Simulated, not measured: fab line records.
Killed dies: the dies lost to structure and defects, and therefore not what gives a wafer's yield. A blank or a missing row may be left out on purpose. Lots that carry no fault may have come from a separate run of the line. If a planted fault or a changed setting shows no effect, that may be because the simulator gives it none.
What tool caused it? -- flow rit cmos -- 14 lots, 42 wafers sampled, at 4 steps of a route of 202

== WHAT THE GAUGES READ, wafer by wafer ==
RIT_NSD_OVL_MEAS_06. Usual: NSD_OVL -0.9 nm, standard deviation 1.3.
lot,measured,on,NSD_OVL (nm),flag
L441,day 3 01:47,overlay-02,-4.2 -2.5 -1.6,
L442,day 3 08:14,overlay-01,-1.1 0.7 -2.0,
L443,day 3 11:41,overlay-01,-0.3 1.6 -1.2,
L444,day 3 20:20,overlay-02,-4.5 -4.2 -3.7,
L445,day 4 01:01,overlay-01,-0.5 -0.1 0.2,
L447,day 4 11:25,overlay-02,0.4 -0.5 -1.6,
L449,day 4 20:52,overlay-01,-2.3 -1.2 -0.5,
L450,day 5 01:49,overlay-02,-1.6 -2.6 -2.2,
L453,day 5 13:21,overlay-02,0.2 -1.6 0.1,
L456,day 6 05:02,overlay-01,-0.8 -1.2 -3.0,
L458,day 6 13:35,overlay-01,-0.1 -0.7 0.1,
L459,day 6 21:35,overlay-01,-0.2 -1.2 0.0,
L462,day 7 10:50,overlay-01,-1.6 -1.0 -2.1,
L464,day 7 20:38,overlay-02,-2.9 -1.9 -1.3,

RIT_SDANNEAL_RS_MEAS_07: uses a four-point probe to measure. Usual: NLDD_RS 154.4 ohm/sq, standard deviation 0.49.
lot,measured,on,NLDD_RS (ohm/sq),flag
L441,day 3 04:41,film metro-02,154.8 154.9 154.4,
L442,day 3 11:01,film metro-01,155.1 154.8 154.8,
L443,day 3 14:37,film metro-04,155.3 154.7 155.1,
L444,day 3 23:16,film metro-04,154.9 154.3 155.0,
L445,day 4 03:56,film metro-02,154.4 154.4 154.2,
L447,day 4 14:20,film metro-02,154.4 154.9 154.7,
L449,day 4 23:47,film metro-01,154.5 153.9 153.8,
L450,day 5 04:46,film metro-04,154.4 154.4 154.6,
L453,day 5 16:17,film metro-04,155.3 155.5 155.1,
L456,day 6 07:58,film metro-04,154.7 154.8 155.2,
L458,day 6 16:30,film metro-02,154.2 154.9 154.8,
L459,day 7 00:40,film metro-02,154.3 154.4 154.2,
L462,day 7 13:54,film metro-02,154.3 154.4 154.5,
L464,day 7 23:26,film metro-02,154.3 154.4 154.8,

== EACH LOT AND THE TOOL THAT RAN IT (in order: tool; ch and the chambers of the sampled wafers; start) ==
lot,RIT_GATE_STRIP_20,RIT_SPACER_ETCHBACK_05
L441,"plasma asher-03 ch 0,1, day 2 15:19","rie diel-04 ch 0,1,3, day 3 00:47"
L442,"plasma asher-04 ch 0,1, day 2 22:26","rie diel-01 ch 1,2,3, day 3 07:14"
L443,"plasma asher-03 ch 0,1, day 3 01:45","rie diel-02 ch 0,2,3, day 3 10:41"
L444,"plasma asher-03 ch 0,1, day 3 06:45","rie diel-01 ch 1,2, day 3 19:20"
L445,"plasma asher-04 ch 0,1, day 3 15:10","rie diel-04 ch 0,1,3, day 3 23:47"
L447,"plasma asher-04 ch 0,1, day 4 01:47","rie diel-02 ch 0,2,3, day 4 10:25"
L449,"plasma asher-03 ch 0,1, day 4 10:02","rie diel-01 ch 0,2, day 4 19:52"
L450,"plasma asher-02 ch 0,1, day 4 13:55","rie diel-02 ch 0,1,2, day 5 00:48"
L453,"plasma asher-02 ch 0,1, day 5 02:28","rie diel-01 ch 0,1,2, day 5 12:10"
L456,"plasma asher-03 ch 0,1, day 5 18:54","rie diel-04 ch 1,3, day 6 03:53"
L458,"plasma asher-03 ch 0,1, day 6 03:39","rie diel-04 ch 0,2,3, day 6 12:35"
L459,"plasma asher-02 ch 0,1, day 6 10:32","rie diel-01 ch 0,3, day 6 20:14"
L462,"plasma asher-02 ch 0,1, day 6 23:11","rie diel-01 ch 0,2,3, day 7 09:50"
L464,"plasma asher-03 ch 0,1, day 7 09:28","rie diel-04 ch 1,3, day 7 19:25"
- RIT_GATE_STRIP_20: strips in O2, time 180 s.
- RIT_SPACER_ETCHBACK_05: etches Si3N4 in SF6/CHF3, stops on SiO2, target depth 250 nm, time 240 s.

== AS READ BY THE TOOLS THEMSELVES (means over the sampled wafers that have a number; for cases with no such wafer, the mark the record gives instead) ==
RIT_GATE_STRIP_20. Usual: 5.7 A for drypump motor current A, sd 0.58.
lot,tool,drypump motor current A (A),flag
L441,plasma asher-03,5.6,
L442,plasma asher-04,5.1,
L443,plasma asher-03,5.5,
L444,plasma asher-03,5.5,
L445,plasma asher-04,5.1,
L447,plasma asher-04,5.3,
L449,plasma asher-03,5.5,
L450,plasma asher-02,6.5,
L453,plasma asher-02,6.3,
L456,plasma asher-03,5.6,
L458,plasma asher-03,5.6,
L459,plasma asher-02,6.6,
L462,plasma asher-02,6.3,
L464,plasma asher-03,5.6,

RIT_SPACER_ETCHBACK_05. Usual: drypump motor current A 5.7 A, standard deviation 0.49; oes product au 0.827 a.u., standard deviation 0.0083; rf fwd power W 249.2 W, standard deviation 0.78; throttle valve pct 10.33 %, standard deviation 0.16.
lot,tool,drypump motor current A (A),oes product au (a.u.),rf fwd power W (W),throttle valve pct (%),flag
L441,rie diel-04,6.0,0.834,248.6,10.45,
L442,rie diel-01,5.6,0.821,249.3,10.35,
L443,rie diel-02,5.5,0.822,249.3,10.24,
L444,rie diel-01,5.7,0.825,248.1,10.32,
L445,rie diel-04,6.1,0.835,248.9,10.44,
L447,rie diel-02,5.5,0.831,249.5,10.25,
L449,rie diel-01,6.4,0.827,249.0,10.22,
L450,rie diel-02,5.5,0.828,249.0,10.41,
L453,rie diel-01,5.9,0.825,249.1,10.26,
L456,rie diel-04,5.9,0.821,249.2,10.39,
L458,rie diel-04,5.8,0.831,248.7,10.43,
L459,rie diel-01,6.0,0.822,315.5,10.34,OFF
L462,rie diel-01,6.1,0.825,281.6,10.30,OFF
L464,rie diel-04,5.9,0.818,249.2,10.47,

== THE ANSWER, worked out from the rows above alone ==
Rule: take the mean of a lot's wafers that have a number; if it is more than 3 standard deviations from the usual mean, the lot is off. A lot without any number at a reading at which 4 lots or more have one is off too. Any other lot the step has rows for is counted as sound. First the gauges in route order, then the tools' own readings, where a lot's mean is used as printed above. At the first step where some lot is off, the reading lying furthest off is the one used; lots without a number count as furthest.
Off, at RIT_SPACER_ETCHBACK_05 on rf fwd power W: L459, L462.
A tool fits if, at that step or a process step before it, it ran every lot that is off, and no sound lot after the first of them. Undecided on this evidence; 2 tools fit (plasma asher-02 at RIT_GATE_STRIP_20, rie diel-01 at RIT_SPACER_ETCHBACK_05).

== WHAT THE SIMULATOR HAD PUT IN ==
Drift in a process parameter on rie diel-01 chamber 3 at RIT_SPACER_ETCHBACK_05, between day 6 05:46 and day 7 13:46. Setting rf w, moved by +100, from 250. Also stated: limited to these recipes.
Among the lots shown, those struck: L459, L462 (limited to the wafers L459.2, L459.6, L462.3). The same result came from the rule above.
